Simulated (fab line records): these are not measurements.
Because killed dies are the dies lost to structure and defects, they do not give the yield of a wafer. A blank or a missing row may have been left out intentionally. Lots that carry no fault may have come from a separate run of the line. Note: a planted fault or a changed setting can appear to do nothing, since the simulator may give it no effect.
Shared-tool check || flow berkeley cmos170 || Sampled: 13 lots, 42 wafers

== WHY THIS WAS OPENED ==
UCB170_GATE_THK_MEAS_05, reading GATE_POLY_THK: flagged on 1 of 13 lots. Fault-free wafers read 213.4 nm, with a standard deviation of 2.1.
Rule: a lot is flagged in two cases, either no wafer of it has a number, or all its wafers with numbers fall more than 4 standard deviations from that mean. As for the other lots, they are considered sound.

{"lot": "L852", "measured": "day 7 09:07", "on": "film metro-01", "GATE_POLY_THK (nm), wafer by wafer": "211.5 211.2 211.3", "flag": ""}
{"lot": "L854", "measured": "day 7 09:08", "on": "film metro-03", "GATE_POLY_THK (nm), wafer by wafer": "216.6 216.3 215.9", "flag": ""}
{"lot": "L853", "measured": "day 7 09:08", "on": "film metro-02", "GATE_POLY_THK (nm), wafer by wafer": "211.0 211.2 211.6", "flag": ""}
{"lot": "L855", "measured": "day 8 01:55", "on": "film metro-02", "GATE_POLY_THK (nm), wafer by wafer": "214.1 214.0 214.2", "flag": ""}
{"lot": "L856", "measured": "day 8 01:55", "on": "film metro-01", "GATE_POLY_THK (nm), wafer by wafer": "214.1 214.3 216.7", "flag": ""}
{"lot": "L857", "measured": "day 8 12:49", "on": "film metro-02", "GATE_POLY_THK (nm), wafer by wafer": "160.0 160.7 159.3 159.9 160.9 159.2", "flag": "FLAGGED"}
{"lot": "L863", "measured": "day 9 19:46", "on": "film metro-03", "GATE_POLY_THK (nm), wafer by wafer": "217.8 216.2 217.7", "flag": ""}
{"lot": "L864", "measured": "day 9 19:51", "on": "film metro-03", "GATE_POLY_THK (nm), wafer by wafer": "214.3 212.1 213.8", "flag": ""}
{"lot": "L871", "measured": "day 12 05:12", "on": "film metro-01", "GATE_POLY_THK (nm), wafer by wafer": "214.2 213.6 215.0", "flag": ""}
{"lot": "L873", "measured": "day 12 05:13", "on": "film metro-02", "GATE_POLY_THK (nm), wafer by wafer": "212.7 213.9 214.0", "flag": ""}
{"lot": "L874", "measured": "day 12 05:13", "on": "film metro-03", "GATE_POLY_THK (nm), wafer by wafer": "216.2 213.4 215.6", "flag": ""}
{"lot": "L872", "measured": "day 12 05:16", "on": "film metro-03", "GATE_POLY_THK (nm), wafer by wafer": "213.6 211.7 212.3", "flag": ""}
{"lot": "L875", "measured": "day 13 02:58", "on": "film metro-01", "GATE_POLY_THK (nm), wafer by wafer": "209.2 209.7 207.6", "flag": ""}
The mean of the flagged lots' numbers is 160.0 nm, -53.4 nm from the usual (-25 standard deviations).

== EACH LOT AND THE TOOL IT RAN ON ==
The record holds 1 process step before the reading, out of a route of 331 steps. Read each cell as the tool, then ch plus the chambers that the sampled wafers visited, then the start.
{"lot": "L852", "flag": "", "UCB170_GATE_CVD_04": "lpcvd-02 ch 0, day 7 07:43"}
{"lot": "L854", "flag": "", "UCB170_GATE_CVD_04": "lpcvd-02 ch 1, day 7 07:43"}
{"lot": "L853", "flag": "", "UCB170_GATE_CVD_04": "lpcvd-02 ch 1, day 7 07:43"}
{"lot": "L855", "flag": "", "UCB170_GATE_CVD_04": "lpcvd-01 ch 0, day 8 00:31"}
{"lot": "L856", "flag": "", "UCB170_GATE_CVD_04": "lpcvd-01 ch 1, day 8 00:31"}
{"lot": "L857", "flag": "FLAGGED", "UCB170_GATE_CVD_04": "lpcvd-01 ch 0, day 8 11:25"}
{"lot": "L863", "flag": "", "UCB170_GATE_CVD_04": "lpcvd-02 ch 1, day 9 17:40"}
{"lot": "L864", "flag": "", "UCB170_GATE_CVD_04": "lpcvd-02 ch 0, day 9 17:40"}
{"lot": "L871", "flag": "", "UCB170_GATE_CVD_04": "lpcvd-01 ch 1, day 12 03:47"}
{"lot": "L873", "flag": "", "UCB170_GATE_CVD_04": "lpcvd-01 ch 0, day 12 03:47"}
{"lot": "L874", "flag": "", "UCB170_GATE_CVD_04": "lpcvd-01 ch 1, day 12 03:47"}
{"lot": "L872", "flag": "", "UCB170_GATE_CVD_04": "lpcvd-01 ch 1, day 12 03:47"}
{"lot": "L875", "flag": "", "UCB170_GATE_CVD_04": "lpcvd-01 ch 1, day 13 01:30"}
What is done by these steps:
- UCB170_GATE_CVD_04: deposits poly-Si from SiH4, time 1440 s, target thk 214 nm.
- UCB170_GATE_THK_MEAS_05

== FLAGGED AGAINST TOTAL, ONE TOOL AT A TIME (gauges that did the reading follow at the end) ==
{"step": "UCB170_GATE_CVD_04", "tool": "lpcvd-01", "lots run": 8, "flagged": 1, "share of the flagged lots": "all", "sound lots run after its first flagged lot": "5 (L871,L872,L873,L874,L875)"}
{"step": "UCB170_GATE_CVD_04", "tool": "lpcvd-02", "lots run": 5, "flagged": 0, "share of the flagged lots": "none", "sound lots run after its first flagged lot": "-"}
{"step": "UCB170_GATE_THK_MEAS_05", "tool": "film metro-01", "lots run": 4, "flagged": 0, "share of the flagged lots": "none", "sound lots run after its first flagged lot": "-"}
{"step": "UCB170_GATE_THK_MEAS_05", "tool": "film metro-02", "lots run": 4, "flagged": 1, "share of the flagged lots": "all", "sound lots run after its first flagged lot": "1 (L873)"}
{"step": "UCB170_GATE_THK_MEAS_05", "tool": "film metro-03", "lots run": 5, "flagged": 0, "share of the flagged lots": "none", "sound lots run after its first flagged lot": "-"}

== WHAT IS ALLOWED BY THE TABLE ==
2 rows of the table ran every flagged lot: lpcvd-01 at UCB170_GATE_CVD_04, film metro-02 at UCB170_GATE_THK_MEAS_05.
- lpcvd-01 at UCB170_GATE_CVD_04 ran 8 lots, 1 of them flagged. Sound lots ran on it after the first flagged one (L871, L872, L873, L874, L875), which a lasting fault on the whole tool wouldn't allow. Its own readings (spike tc centre C, spike tc load C, susceptor temp C) fall more than 4 standard deviations out on all wafers of the flagged lots.
- film metro-02 at UCB170_GATE_THK_MEAS_05 ran 4 lots, 1 of them flagged. Sound lots ran on it after the first flagged one (L873), which a lasting fault on the whole tool wouldn't allow.
Every row of the table either missed a flagged lot or ran a sound lot after the first.

== WHAT THE SIMULATOR PUT IN ==
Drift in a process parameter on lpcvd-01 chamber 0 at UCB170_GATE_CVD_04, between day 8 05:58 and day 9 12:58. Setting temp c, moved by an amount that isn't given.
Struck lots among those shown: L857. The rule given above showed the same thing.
